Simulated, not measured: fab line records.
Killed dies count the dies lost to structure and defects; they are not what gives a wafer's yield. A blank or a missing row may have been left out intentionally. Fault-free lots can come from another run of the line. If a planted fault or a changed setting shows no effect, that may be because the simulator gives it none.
Which tool is to blame? / flow rit cmos / Sampling: 14 lots, 42 wafers, 5 of 202 route steps

WHAT EACH GAUGE READ, for each wafer
RIT_WELLDRIVE_RS_MEAS_01: measurement is done with a four-point probe. Usual: for NWELL_RS the level is 275.6 ohm/sq and the standard deviation is 0.69.
lot=L766; measured=day 2 05:20; on=film metro-04; NWELL_RS (ohm/sq)=274.3 274.4 274.9; flag=
lot=L767; measured=day 2 10:52; on=film metro-02; NWELL_RS (ohm/sq)=275.0 274.5 274.9; flag=
lot=L768; measured=day 2 14:28; on=film metro-03; NWELL_RS (ohm/sq)=275.8 276.2 276.5; flag=
lot=L769; measured=day 2 22:36; on=film metro-02; NWELL_RS (ohm/sq)=274.4 275.7 275.0; flag=
lot=L770; measured=day 3 03:56; on=film metro-02; NWELL_RS (ohm/sq)=275.9 276.0 275.9; flag=
lot=L771; measured=day 3 07:29; on=film metro-03; NWELL_RS (ohm/sq)=276.3 277.0 276.1; flag=
lot=L772; measured=day 3 11:40; on=film metro-03; NWELL_RS (ohm/sq)=276.4 276.6 276.9; flag=
lot=L773; measured=day 3 17:46; on=film metro-02; NWELL_RS (ohm/sq)=276.0 276.1 275.8; flag=
lot=L774; measured=day 3 20:13; on=film metro-02; NWELL_RS (ohm/sq)=274.7 275.4 275.1; flag=
lot=L782; measured=day 5 21:44; on=film metro-02; NWELL_RS (ohm/sq)=276.0 275.2 274.8; flag=
lot=L783; measured=day 6 01:07; on=film metro-02; NWELL_RS (ohm/sq)=275.3 275.7 275.7; flag=
lot=L785; measured=day 6 15:10; on=film metro-02; NWELL_RS (ohm/sq)=275.5 275.2 275.0; flag=
lot=L787; measured=day 6 22:38; on=film metro-03; NWELL_RS (ohm/sq)=276.0 275.5 276.1; flag=
lot=L789; measured=day 7 08:32; on=film metro-02; NWELL_RS (ohm/sq)=276.4 275.1 275.7; flag=

RIT_NSD_TW_MEAS_10. Usual: for NSD_TW the level is 3126 and the standard deviation is 29.
lot=L766; measured=day 3 04:01; on=film metro-01; NSD_TW=3104 3101 3113; flag=
lot=L767; measured=day 3 08:25; on=film metro-04; NSD_TW=3110 3103 3116; flag=
lot=L768; measured=day 3 13:46; on=film metro-03; NSD_TW=3165 3141 3144; flag=
lot=L769; measured=day 3 20:04; on=film metro-03; NSD_TW=3154 3156 3155; flag=
lot=L770; measured=day 4 03:28; on=film metro-01; NSD_TW=3093 3098 3105; flag=
lot=L771; measured=day 4 05:53; on=film metro-03; NSD_TW=3165 3150 3164; flag=
lot=L772; measured=day 4 11:50; on=film metro-01; NSD_TW=3104 3114 3122; flag=
lot=L773; measured=day 4 15:38; on=film metro-01; NSD_TW=3107 3118 3120; flag=
lot=L774; measured=day 4 17:40; on=film metro-04; NSD_TW=3106 3098 3111; flag=
lot=L782; measured=day 7 03:53; on=film metro-03; NSD_TW=2736 2752 2754; flag=OFF
lot=L783; measured=day 7 01:49; on=film metro-04; NSD_TW=2693 2694 2689; flag=OFF
lot=L785; measured=day 7 19:35; on=film metro-04; NSD_TW=3109 3099 3118; flag=
lot=L787; measured=day 8 07:40; on=film metro-01; NSD_TW=3102 3115 3108; flag=
lot=L789; measured=day 8 13:23; on=film metro-03; NSD_TW=3158 3156 3186; flag=

RIT_SDANNEAL_RS_MEAS_05: measurement is done with a four-point probe. Usual: for NSD_RS the level is 84.61 ohm/sq and the standard deviation is 0.24.
lot=L766; measured=day 3 06:11; on=film metro-03; NSD_RS (ohm/sq)=85.09 84.80 84.88; flag=
lot=L767; measured=day 3 10:42; on=film metro-03; NSD_RS (ohm/sq)=84.44 84.74 84.68; flag=
lot=L768; measured=day 3 16:02; on=film metro-03; NSD_RS (ohm/sq)=84.49 84.22 84.52; flag=
lot=L769; measured=day 3 22:07; on=film metro-01; NSD_RS (ohm/sq)=84.30 84.10 84.59; flag=
lot=L770; measured=day 4 05:37; on=film metro-01; NSD_RS (ohm/sq)=84.94 84.91 85.19; flag=
lot=L771; measured=day 4 08:02; on=film metro-01; NSD_RS (ohm/sq)=84.87 84.49 84.67; flag=
lot=L772; measured=day 4 13:59; on=film metro-03; NSD_RS (ohm/sq)=84.78 84.54 84.57; flag=
lot=L773; measured=day 4 17:42; on=film metro-01; NSD_RS (ohm/sq)=84.50 84.39 84.77; flag=
lot=L774; measured=day 4 20:11; on=film metro-01; NSD_RS (ohm/sq)=84.67 84.72 84.50; flag=
lot=L782; measured=day 7 05:55; on=film metro-01; NSD_RS (ohm/sq)=138.08 137.09 137.08; flag=OFF
lot=L783; measured=day 7 03:59; on=film metro-01; NSD_RS (ohm/sq)=137.96 138.17 137.09; flag=OFF
lot=L785; measured=day 7 21:45; on=film metro-03; NSD_RS (ohm/sq)=84.46 84.47 84.59; flag=
lot=L787; measured=day 8 09:42; on=film metro-03; NSD_RS (ohm/sq)=84.49 84.64 84.60; flag=
lot=L789; measured=day 8 15:34; on=film metro-04; NSD_RS (ohm/sq)=84.93 85.20 84.69; flag=

WHICH TOOL RAN EACH LOT (tool, then ch and the chambers of the sampled wafers, then the start)
lot=L766; RIT_PRETRO_STRIP_09=plasma asher-02 ch 0,1, day 2 08:26; RIT_NSD_IMPLANT_08=implanter-04 ch 0, day 3 03:41
lot=L767; RIT_PRETRO_STRIP_09=plasma asher-02 ch 0,1, day 2 14:22; RIT_NSD_IMPLANT_08=implanter-03 ch 0, day 3 08:07
lot=L768; RIT_PRETRO_STRIP_09=plasma asher-01 ch 1, day 2 17:55; RIT_NSD_IMPLANT_08=implanter-03 ch 0, day 3 13:27
lot=L769; RIT_PRETRO_STRIP_09=plasma asher-01 ch 0,1, day 3 01:47; RIT_NSD_IMPLANT_08=implanter-04 ch 0, day 3 19:44
lot=L770; RIT_PRETRO_STRIP_09=plasma asher-02 ch 0,1, day 3 07:35; RIT_NSD_IMPLANT_08=implanter-04 ch 0, day 4 03:08
lot=L771; RIT_PRETRO_STRIP_09=plasma asher-04 ch 0,1, day 3 10:50; RIT_NSD_IMPLANT_08=implanter-02 ch 0, day 4 05:34
lot=L772; RIT_PRETRO_STRIP_09=plasma asher-04 ch 0,1, day 3 15:05; RIT_NSD_IMPLANT_08=implanter-04 ch 0, day 4 11:31
lot=L773; RIT_PRETRO_STRIP_09=plasma asher-01 ch 0,1, day 3 21:00; RIT_NSD_IMPLANT_08=implanter-03 ch 0, day 4 15:20
lot=L774; RIT_PRETRO_STRIP_09=plasma asher-01 ch 0,1, day 3 23:37; RIT_NSD_IMPLANT_08=implanter-04 ch 0, day 4 17:20
lot=L782; RIT_PRETRO_STRIP_09=plasma asher-04 ch 0,1, day 6 00:58; RIT_NSD_IMPLANT_08=implanter-02 ch 0, day 7 03:34
lot=L783; RIT_PRETRO_STRIP_09=plasma asher-01 ch 0,1, day 6 04:26; RIT_NSD_IMPLANT_08=implanter-02 ch 0, day 7 01:30
lot=L785; RIT_PRETRO_STRIP_09=plasma asher-01 ch 0,1, day 6 18:16; RIT_NSD_IMPLANT_08=implanter-04 ch 0, day 7 19:17
lot=L787; RIT_PRETRO_STRIP_09=plasma asher-04 ch 0,1, day 7 01:59; RIT_NSD_IMPLANT_08=implanter-04 ch 0, day 8 07:21
lot=L789; RIT_PRETRO_STRIP_09=plasma asher-04 ch 0,1, day 7 12:02; RIT_NSD_IMPLANT_08=implanter-04 ch 0, day 8 13:04
- RIT_PRETRO_STRIP_09: strips in O2, time 180 s.
- RIT_NSD_IMPLANT_08

WHAT THE TOOLS THEMSELVES READ (means of the sampled wafers that have a number; where no wafer has one, the mark that the record gives instead)
RIT_PRETRO_STRIP_09. Usual: chamber pressure mTorr 4000 mTorr, standard deviation 3.5; drypump motor current A 5.6 A, standard deviation 0.52.
lot=L766; tool=plasma asher-02; chamber pressure mTorr (mTorr)=4001; drypump motor current A (A)=6.3; flag=
lot=L767; tool=plasma asher-02; chamber pressure mTorr (mTorr)=4001; drypump motor current A (A)=6.3; flag=
lot=L768; tool=plasma asher-01; chamber pressure mTorr (mTorr)=3997; drypump motor current A (A)=4.9; flag=
lot=L769; tool=plasma asher-01; chamber pressure mTorr (mTorr)=4000; drypump motor current A (A)=5.2; flag=
lot=L770; tool=plasma asher-02; chamber pressure mTorr (mTorr)=4003; drypump motor current A (A)=6.1; flag=
lot=L771; tool=plasma asher-04; chamber pressure mTorr (mTorr)=3999; drypump motor current A (A)=5.7; flag=
lot=L772; tool=plasma asher-04; chamber pressure mTorr (mTorr)=4000; drypump motor current A (A)=5.5; flag=
lot=L773; tool=plasma asher-01; chamber pressure mTorr (mTorr)=3994; drypump motor current A (A)=5.0; flag=
lot=L774; tool=plasma asher-01; chamber pressure mTorr (mTorr)=4000; drypump motor current A (A)=5.2; flag=
lot=L782; tool=plasma asher-04; chamber pressure mTorr (mTorr)=4000; drypump motor current A (A)=5.7; flag=
lot=L783; tool=plasma asher-01; chamber pressure mTorr (mTorr)=4002; drypump motor current A (A)=5.2; flag=
lot=L785; tool=plasma asher-01; chamber pressure mTorr (mTorr)=4000; drypump motor current A (A)=5.0; flag=
lot=L787; tool=plasma asher-04; chamber pressure mTorr (mTorr)=4003; drypump motor current A (A)=5.5; flag=
lot=L789; tool=plasma asher-04; chamber pressure mTorr (mTorr)=3996; drypump motor current A (A)=5.7; flag=

RIT_NSD_IMPLANT_08. Usual: dose ions cm2 1.0001e+15, standard deviation 1e+12; faraday current uA 3133, standard deviation 64.
lot=L766; tool=implanter-04; dose ions cm2=1.0001e+15; faraday current uA=3133; flag=
lot=L767; tool=implanter-03; dose ions cm2=1.0007e+15; faraday current uA=3170; flag=
lot=L768; tool=implanter-03; dose ions cm2=1.0003e+15; faraday current uA=3109; flag=
lot=L769; tool=implanter-04; dose ions cm2=9.9983e+14; faraday current uA=3173; flag=
lot=L770; tool=implanter-04; dose ions cm2=9.9987e+14; faraday current uA=3173; flag=
lot=L771; tool=implanter-02; dose ions cm2=9.9943e+14; faraday current uA=3013; flag=
lot=L772; tool=implanter-04; dose ions cm2=1.0001e+15; faraday current uA=3139; flag=
lot=L773; tool=implanter-03; dose ions cm2=9.9970e+14; faraday current uA=3162; flag=
lot=L774; tool=implanter-04; dose ions cm2=1.0010e+15; faraday current uA=3064; flag=
lot=L782; tool=implanter-02; dose ions cm2=5.4940e+14; faraday current uA=1729; flag=OFF
lot=L783; tool=implanter-02; dose ions cm2=5.5077e+14; faraday current uA=1746; flag=OFF
lot=L785; tool=implanter-04; dose ions cm2=1.0011e+15; faraday current uA=3160; flag=
lot=L787; tool=implanter-04; dose ions cm2=9.9950e+14; faraday current uA=3151; flag=
lot=L789; tool=implanter-04; dose ions cm2=1.0007e+15; faraday current uA=3170; flag=

THE ANSWER, worked out from the rows above alone
Rule: take the mean of a lot's wafers that have a number; if it is more than 3 standard deviations from the usual mean, the lot is off. Also off: a lot with no number at a reading for which 4 or more lots have one. All remaining lots with rows at the step are treated as sound. After the gauges, taken in route order, come the tools' own readings; for these a lot's mean is taken, as printed above. The first step at which some lot is off is used, and at that step the reading that is off furthest; a lot without a number counts as furthest.
Off: L782, L783, at RIT_NSD_TW_MEAS_10 (NSD_TW).
If a tool, at a process step before that reading, ran all the lots that are off and no sound lot after the first of them, it fits. Not tried: the gauges at RIT_NSD_TW_MEAS_10; whatever is off there is also off at RIT_SDANNEAL_RS_MEAS_05, on other tools, and gauge error can't account for it. One fits: implanter-02 at RIT_NSD_IMPLANT_08. A fault onset in the window from L771 (day 4 05:34, its last sound lot) to L783 (day 7 01:30, its first lot off) fits.
The tool's own readings at RIT_NSD_IMPLANT_08 bear it out: on the lots that are off they differ by more than 5 times the standard deviation of the sound lots' means. dose ions cm2 reads 5.5008e+14 there against 1.0002e+15 on the sound lots; faraday current uA reads 1738 there against 3135 on the sound lots.

WHAT THE SIMULATOR HAD PUT IN
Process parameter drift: implanter-02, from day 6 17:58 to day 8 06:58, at RIT_NSD_IMPLANT_08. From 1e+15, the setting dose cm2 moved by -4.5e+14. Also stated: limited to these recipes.
Lots struck among those shown: L782, L783. The rule above found the same.
